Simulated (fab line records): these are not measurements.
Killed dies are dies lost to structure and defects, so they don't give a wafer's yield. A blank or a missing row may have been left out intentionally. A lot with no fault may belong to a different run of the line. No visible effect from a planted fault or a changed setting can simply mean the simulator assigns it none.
What tool caused it? | flow rit cmos | 14 lots, 42 wafers sampled, at 5 steps of a route of 202

== WHAT THE GAUGES READ, wafer by wafer ==
RIT_FOX1_THK_MEAS_01.
lot  | measured    | on            | FOX1_OXIDE_THK (nm)
L986 | day 1 23:45 | film metro-01 | 341 334 344
L987 | day 2 03:38 | film metro-02 | 360 355 357
L988 | day 2 11:56 | film metro-02 | 348 351 352
L991 | day 3 00:59 | film metro-01 | 347 353 348
L992 | day 3 06:47 | film metro-02 | 344 350 347
L993 | day 3 12:06 | film metro-01 | 357 354 357
L996 | day 4 00:18 | film metro-02 | 312 309 309
L998 | day 4 14:11 | film metro-01 | 306 304 307
L999 | day 4 20:31 | film metro-01 | 355 348 353
L102 | day 5 12:56 | film metro-03 | 362 361 359
L103 | day 5 12:56 | film metro-02 | 356 358 355
L104 | day 5 18:06 | film metro-01 | 347 347 351
L105 | day 6 00:49 | film metro-03 | 353 352 349
L107 | day 6 07:55 | film metro-03 | 356 361 360

RIT_FOX2_THK_MEAS_90.
lot  | measured    | on            | FIELD_OXIDE_LEFT_1_THK (nm)
L986 | day 2 02:10 | film metro-04 | 321 324 321
L987 | day 2 06:01 | film metro-03 | 328 334 329
L988 | day 2 17:12 | film metro-02 | 323 321 323
L991 | day 3 05:10 | film metro-03 | 316 315 319
L992 | day 3 10:19 | film metro-02 | 319 322 322
L993 | day 3 14:28 | film metro-04 | 332 336 337
L996 | day 4 04:04 | film metro-02 | 340 336 338
L998 | day 4 18:54 | film metro-02 | 321 315 317
L999 | day 4 22:53 | film metro-04 | 322 320 323
L102 | day 5 17:41 | film metro-04 | 331 331 334
L103 | day 5 17:40 | film metro-02 | 323 325 323
L104 | day 5 21:34 | film metro-03 | 332 330 326
L105 | day 6 04:56 | film metro-03 | 330 325 331
L107 | day 6 10:19 | film metro-03 | 323 326 324

RIT_M1_THK_MEAS_02: measures by xrf.
lot  | measured    | on            | M1_AL_THK (nm)
L986 | day 3 17:56 | film metro-04 | 400 390 394
L987 | day 3 22:17 | film metro-04 | 387 398 395
L988 | day 4 06:08 | film metro-04 | 395 398 392
L991 | day 4 22:37 | film metro-04 | 400 393 389
L992 | day 5 01:20 | film metro-04 | 383 388 383
L993 | day 5 02:20 | film metro-01 | 386 381 381
L996 | day 5 16:50 | film metro-01 | 386 389 387
L998 | day 6 08:25 | film metro-02 | 388 387 385
L999 | day 6 19:54 | film metro-01 | 386 390 383
L102 | day 7 04:53 | film metro-02 | 381 388 383
L103 | day 7 07:42 | film metro-04 | 391 387 392
L104 | day 7 11:10 | film metro-02 | 387 391 388
L105 | day 7 15:52 | film metro-01 | 386 397 388
L107 | day 7 23:07 | film metro-01 | 387 393 383

== WHICH TOOL RAN EACH LOT (tool, then ch and the chambers of the sampled wafers, then the start) ==
lot  | RIT_FOX1_OXIDATION_00        | RIT_SILICIDE_RTA_04
L986 | furnace-04 ch 0, day 1 22:26 | rtp anneal-02 ch 0, day 3 14:49
L987 | furnace-03 ch 0, day 2 02:18 | rtp anneal-01 ch 0, day 3 19:28
L988 | furnace-04 ch 0, day 2 10:36 | rtp anneal-02 ch 0, day 4 03:15
L991 | furnace-04 ch 0, day 2 23:40 | rtp anneal-01 ch 0, day 4 19:38
L992 | furnace-04 ch 0, day 3 05:28 | rtp anneal-02 ch 0, day 4 22:23
L993 | furnace-03 ch 0, day 3 10:47 | rtp anneal-01 ch 0, day 4 23:31
L996 | furnace-03 ch 0, day 3 22:59 | rtp anneal-02 ch 0, day 5 13:46
L998 | furnace-03 ch 0, day 4 12:52 | rtp anneal-02 ch 0, day 6 05:26
L999 | furnace-04 ch 0, day 4 19:12 | rtp anneal-02 ch 0, day 6 17:05
L102 | furnace-04 ch 0, day 5 11:36 | rtp anneal-02 ch 0, day 7 01:44
L103 | furnace-04 ch 0, day 5 11:36 | rtp anneal-01 ch 0, day 7 04:48
L104 | furnace-04 ch 0, day 5 16:47 | rtp anneal-02 ch 0, day 7 07:38
L105 | furnace-04 ch 0, day 5 23:29 | rtp anneal-01 ch 0, day 7 12:58
L107 | furnace-04 ch 0, day 6 06:37 | rtp anneal-01 ch 0, day 7 19:52
- RIT_FOX1_OXIDATION_00: target thk 350.7 nm, ox time 1130 s.
- RIT_SILICIDE_RTA_04: time 10 s, ramp up 5 s, ramp down 5 s.

== WHAT THE TOOLS THEMSELVES READ (means of the sampled wafers that have a number; where no wafer has one, the mark that the record gives instead) ==
RIT_SILICIDE_RTA_04.
lot  | tool          | wafer_temp_C_max
L986 | rtp anneal-02 | 651.8
L987 | rtp anneal-01 | 651.8
L988 | rtp anneal-02 | 651.9
L991 | rtp anneal-01 | 652.1
L992 | rtp anneal-02 | 652.0
L993 | rtp anneal-01 | 652.3
L996 | rtp anneal-02 | 652.7
L998 | rtp anneal-02 | 652.5
L999 | rtp anneal-02 | 652.5
L102 | rtp anneal-02 | 652.6
L103 | rtp anneal-01 | 652.3
L104 | rtp anneal-02 | 652.1
L105 | rtp anneal-01 | 652.2
L107 | rtp anneal-01 | 651.8

== THE ANSWER, worked out from the rows above alone ==
Rule: what is usual is taken from the lots themselves. Put in order of their means at a reading, lots are off if they are a third of the lots or fewer, leave a main group of 4 or more, and stand apart from it by a gap of 3 or more times the standard deviation of the main group's means; of several such gaps the widest counts. The tables above print the reading to a certain number of digits; a main group whose means all agree to those digits is not used. Also off: a lot with no number at a reading for which 4 or more lots have one. Where the step has rows for the other lots, those lots are counted as sound. The gauges are gone through in route order, then the tools' own readings, and for those a lot's mean is taken as printed above. The first step at which some lot is off is used, and at that step the reading that is off furthest; a lot without a number counts as furthest.
Off: L996, L998, at RIT_FOX1_THK_MEAS_01 (FOX1_OXIDE_THK). Main group: mean 352 nm, sd 5.7.
If a tool, at a process step before that reading, ran all the lots that are off and no sound lot after the first of them, it fits. Those tools and the gauges at RIT_FOX1_THK_MEAS_01 are tried in the same way. One fits: furnace-03 at RIT_FOX1_OXIDATION_00. A fault onset in the window from L993 (day 3 10:47, its last sound lot) to L996 (day 3 22:59, its first lot off) fits.

== WHAT THE SIMULATOR PUT IN ==
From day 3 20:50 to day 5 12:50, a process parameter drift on furnace-03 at RIT_FOX1_OXIDATION_00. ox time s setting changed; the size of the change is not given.
Lots struck among those shown: L996, L998. The rule given above showed the same thing.
